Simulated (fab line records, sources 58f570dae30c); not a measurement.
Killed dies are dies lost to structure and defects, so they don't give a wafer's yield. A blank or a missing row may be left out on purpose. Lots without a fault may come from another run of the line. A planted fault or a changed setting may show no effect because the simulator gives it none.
Split-lot experiment | flow berkeley_cmos170 | 5 lots, 23 wafers read, on a route of 331 steps

THE SPLIT
At UCB170_NWELL_CVD_04 (deposits Si3N4 from SiH2Cl2/NH3, target thk 224 nm, time 3360 s), the setting temp_c was moved away from the recipe's 800 C on 10 of the 23 wafers read, by -2.1% to +1.3%. The other wafers ran this setting at the recipe's value.

FROM THE SPLIT TO THE READING: what the file shows between them, 4 steps
- UCB170_NWELL_THK_MEAS_05
- UCB170_NWELL_HMDS_06: prime time 60 s
- UCB170_NWELL_COAT_07: resist thk 900 nm
- UCB170_NWELL_DEVELOP_11: develop time 45 s

THE READING
oes_product_au, in a.u., at UCB170_NWELL_ETCH_13 (etches Si3N4 in CH3F/Ar/O2, stops on SiO2, target depth 246.4 nm, time 154 s). Fault-free wafers of this fab line usually give 0.940 a.u., standard deviation 0.013 a.u..

wafer  | tool, chamber at the split | temp_c as run, C | against the recipe | oes_product_au, a.u. | against lot-mates on the recipe
L074.1 | -, -                       | 783.2            | -2.1%              | 0.765                | no lot-mate on the recipe
L074.2 | -, -                       | 783.2            | -2.1%              | 0.791                | no lot-mate on the recipe
L074.4 | -, -                       | 783.2            | -2.1%              | 0.791                | no lot-mate on the recipe
L074.5 | -, -                       | 783.2            | -2.1%              | 0.790                | no lot-mate on the recipe
L074.6 | -, -                       | 783.2            | -2.1%              | 0.773                | no lot-mate on the recipe
L076.1 | -, -                       | 800              | recipe             | 0.962                | -
L076.2 | -, -                       | 800              | recipe             | 0.950                | -
L076.3 | -, -                       | 800              | recipe             | 0.933                | -
L076.4 | -, -                       | 800              | recipe             | 0.965                | -
L076.5 | -, -                       | 800              | recipe             | 0.956                | -
L079.1 | -, -                       | 810.8            | +1.3%              | 0.995                | no lot-mate on the recipe
L079.3 | -, -                       | 810.8            | +1.3%              | 1.013                | no lot-mate on the recipe
L079.4 | -, -                       | 810.8            | +1.3%              | 1.026                | no lot-mate on the recipe
L079.5 | -, -                       | 810.8            | +1.3%              | 1.002                | no lot-mate on the recipe
L079.6 | -, -                       | 810.8            | +1.3%              | 0.995                | no lot-mate on the recipe
L081.1 | lpcvd-02, 1                | 800              | recipe             | 0.938                | -
L081.4 | lpcvd-02, 1                | 800              | recipe             | 0.944                | -
L081.6 | lpcvd-02, 1                | 800              | recipe             | 0.937                | -
L083.1 | -, -                       | 800              | recipe             | 0.951                | -
L083.3 | -, -                       | 800              | recipe             | 0.947                | -
L083.4 | -, -                       | 800              | recipe             | 0.928                | -
L083.5 | -, -                       | 800              | recipe             | 0.932                | -
L083.6 | -, -                       | 800              | recipe             | 0.957                | -

THE FIT
A straight line over all 23 wafers: oes_product_au changes by +0.0669 a.u. for each +1% of temp_c; r = +0.97; the points scatter about the line by 0.019 a.u..
Too few moved wafers have a lot-mate on the recipe to fit a line with each lot's own level taken away.

THE WHOLE CHAIN: every reading that the file lists as answering this split, in the file's order
step                     | what it does                                                                 | reading                                                                       | change (the file's fit)                  | r (the file's)
UCB170_NWELL_CVD_04      | deposits Si3N4 from SiH2Cl2/NH3, target thk 224 nm, time 3360 s              | Si3N4_of_NWELL_CVD_04.thk_nm (the simulator's own value, which no gauge read) | +31.1 nm for each +1% of the setting     | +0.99
UCB170_NWELL_THK_MEAS_05 |                                                                              | NWELL_NITRIDE_THK                                                             | +31.1 for each +1% of the setting        | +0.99
UCB170_NWELL_ETCH_13     | etches Si3N4 in CH3F/Ar/O2, stops on SiO2, target depth 246.4 nm, time 154 s | oes_product_au                                                                | +0.0669 a.u. for each +1% of the setting | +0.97
UCB170_NWELL_ETCH_13     | etches Si3N4 in CH3F/Ar/O2, stops on SiO2, target depth 246.4 nm, time 154 s | etch.depth_nm (the simulator's own value, which no gauge read)                | +24.3 nm for each +1% of the setting     | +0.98

THE FILE'S OWN FIT
oes_product_au changes by +0.0669 a.u. for each +1% of temp_c, r = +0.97.
